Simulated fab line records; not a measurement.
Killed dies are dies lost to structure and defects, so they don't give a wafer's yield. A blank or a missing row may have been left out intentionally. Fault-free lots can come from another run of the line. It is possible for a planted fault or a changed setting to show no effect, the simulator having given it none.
Lot-split experiment :: flow berkeley-cmos170 :: on a route of 331 steps: 5 lots, 23 wafers read

## THE SPLIT
At UCB170_ZERO_COAT_01 (resist thk 900 nm), the setting spin-rpm was moved away from the recipe's 1500 rpm on 10 of the 23 wafers read, by -6.2% to +2.0%. The other wafers ran this setting at the recipe's value.

The reading comes from the split's own step.

## THE READING
KrF_of_ZERO_COAT_01.thk-nm (the simulator's own value, which no gauge read), in nm, at UCB170_ZERO_COAT_01 (resist thk 900 nm). The file gives no usual value for it. Average 901.5 nm, standard deviation 3.3 nm, over the 13 wafers here run with the recipe.

wafer: L076.2
tool, chamber at the split: litho-track-04, 0
spin-rpm as run, rpm: 1500
against the recipe: recipe
KrF_of_ZERO_COAT_01.thk-nm, nm: 903.7
against lot-mates on the recipe: -

wafer: L076.4
tool, chamber at the split: litho-track-04, 0
spin-rpm as run, rpm: 1500
against the recipe: recipe
KrF_of_ZERO_COAT_01.thk-nm, nm: 904.5
against lot-mates on the recipe: -

wafer: L076.6
tool, chamber at the split: litho-track-04, 0
spin-rpm as run, rpm: 1500
against the recipe: recipe
KrF_of_ZERO_COAT_01.thk-nm, nm: 905.7
against lot-mates on the recipe: -

wafer: L080.1
tool, chamber at the split: litho-track-02, 0
spin-rpm as run, rpm: 1500
against the recipe: recipe
KrF_of_ZERO_COAT_01.thk-nm, nm: 902.8
against lot-mates on the recipe: -

wafer: L080.2
tool, chamber at the split: litho-track-02, 0
spin-rpm as run, rpm: 1407
against the recipe: -6.2%
KrF_of_ZERO_COAT_01.thk-nm, nm: 929.6
against lot-mates on the recipe: +30.0

wafer: L080.3
tool, chamber at the split: litho-track-02, 0
spin-rpm as run, rpm: 1407
against the recipe: -6.2%
KrF_of_ZERO_COAT_01.thk-nm, nm: 928.3
against lot-mates on the recipe: +28.6

wafer: L080.4
tool, chamber at the split: litho-track-02, 0
spin-rpm as run, rpm: 1407
against the recipe: -6.2%
KrF_of_ZERO_COAT_01.thk-nm, nm: 929.9
against lot-mates on the recipe: +30.2

wafer: L080.6
tool, chamber at the split: litho-track-02, 0
spin-rpm as run, rpm: 1500
against the recipe: recipe
KrF_of_ZERO_COAT_01.thk-nm, nm: 896.5
against lot-mates on the recipe: -

wafer: L081.1
tool, chamber at the split: litho-track-02, 0
spin-rpm as run, rpm: 1500
against the recipe: recipe
KrF_of_ZERO_COAT_01.thk-nm, nm: 901.6
against lot-mates on the recipe: -

wafer: L081.3
tool, chamber at the split: litho-track-02, 0
spin-rpm as run, rpm: 1428
against the recipe: -4.8%
KrF_of_ZERO_COAT_01.thk-nm, nm: 921.4
against lot-mates on the recipe: +21.9

wafer: L081.4
tool, chamber at the split: litho-track-02, 0
spin-rpm as run, rpm: 1428
against the recipe: -4.8%
KrF_of_ZERO_COAT_01.thk-nm, nm: 923.4
against lot-mates on the recipe: +23.9

wafer: L081.5
tool, chamber at the split: litho-track-02, 0
spin-rpm as run, rpm: 1500
against the recipe: recipe
KrF_of_ZERO_COAT_01.thk-nm, nm: 897.3
against lot-mates on the recipe: -

wafer: L081.6
tool, chamber at the split: litho-track-02, 0
spin-rpm as run, rpm: 1428
against the recipe: -4.8%
KrF_of_ZERO_COAT_01.thk-nm, nm: 921.6
against lot-mates on the recipe: +22.1

wafer: L082.1
tool, chamber at the split: litho-track-02, 0
spin-rpm as run, rpm: 1530
against the recipe: +2.0%
KrF_of_ZERO_COAT_01.thk-nm, nm: 890.3
against lot-mates on the recipe: -8.0

wafer: L082.2
tool, chamber at the split: litho-track-02, 0
spin-rpm as run, rpm: 1500
against the recipe: recipe
KrF_of_ZERO_COAT_01.thk-nm, nm: 900.2
against lot-mates on the recipe: -

wafer: L082.4
tool, chamber at the split: litho-track-02, 0
spin-rpm as run, rpm: 1500
against the recipe: recipe
KrF_of_ZERO_COAT_01.thk-nm, nm: 897.5
against lot-mates on the recipe: -

wafer: L082.5
tool, chamber at the split: litho-track-02, 0
spin-rpm as run, rpm: 1530
against the recipe: +2.0%
KrF_of_ZERO_COAT_01.thk-nm, nm: 889.4
against lot-mates on the recipe: -8.9

wafer: L082.6
tool, chamber at the split: litho-track-02, 0
spin-rpm as run, rpm: 1500
against the recipe: recipe
KrF_of_ZERO_COAT_01.thk-nm, nm: 897.2
against lot-mates on the recipe: -

wafer: L083.1
tool, chamber at the split: litho-track-04, 0
spin-rpm as run, rpm: 1459
against the recipe: -2.7%
KrF_of_ZERO_COAT_01.thk-nm, nm: 916.1
against lot-mates on the recipe: +11.8

wafer: L083.2
tool, chamber at the split: litho-track-04, 0
spin-rpm as run, rpm: 1500
against the recipe: recipe
KrF_of_ZERO_COAT_01.thk-nm, nm: 904
against lot-mates on the recipe: -

wafer: L083.3
tool, chamber at the split: litho-track-04, 0
spin-rpm as run, rpm: 1459
against the recipe: -2.7%
KrF_of_ZERO_COAT_01.thk-nm, nm: 917.8
against lot-mates on the recipe: +13.5

wafer: L083.5
tool, chamber at the split: litho-track-04, 0
spin-rpm as run, rpm: 1500
against the recipe: recipe
KrF_of_ZERO_COAT_01.thk-nm, nm: 903.5
against lot-mates on the recipe: -

wafer: L083.6
tool, chamber at the split: litho-track-04, 0
spin-rpm as run, rpm: 1500
against the recipe: recipe
KrF_of_ZERO_COAT_01.thk-nm, nm: 905.4
against lot-mates on the recipe: -

THE FIT
A straight line over all 23 wafers: KrF_of_ZERO_COAT_01.thk-nm changes by -4.59 nm for each +1% of spin-rpm; r = -0.97; the points scatter about the line by 2.9 nm.
The same after taking each lot's own level away (the mean of its wafers on the recipe; 23 wafers): -4.71 nm for each +1%; r = -0.99; scatter 1.5 nm.
On that fit, the largest move of spin-rpm shifts the reading by 29 nm.
Measured against the standard deviation above, the lots' own levels, which go from 898.30 to 904.63 nm, span 1.9 times it.
Hence the lot-to-lot level has little effect on the slope; both slopes agree.
Check: +29.2 nm against its lot-mates is what the line predicts for one of the wafers moved furthest among these (-6.2%) when that wafer is left out of the fit. It came out at +30 nm against them.

## THE WHOLE CHAIN: every reading that the file lists as answering this split, in the file's order
step: UCB170_ZERO_COAT_01
what it does: resist thk 900 nm
reading: KrF_of_ZERO_COAT_01.thk-nm (the simulator's own value, which no gauge read)
change (the file's fit): -4.72 nm for each +1% of the setting
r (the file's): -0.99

step: UCB170_ZERO_STRIP_07
what it does: strips in O2
reading: strip-time-to-endpoint-s
change (the file's fit): withheld for each +1% of the setting
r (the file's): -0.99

## THE FILE'S OWN FIT
KrF_of_ZERO_COAT_01.thk-nm changes by -4.72 nm for each +1% of spin-rpm, r = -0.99.
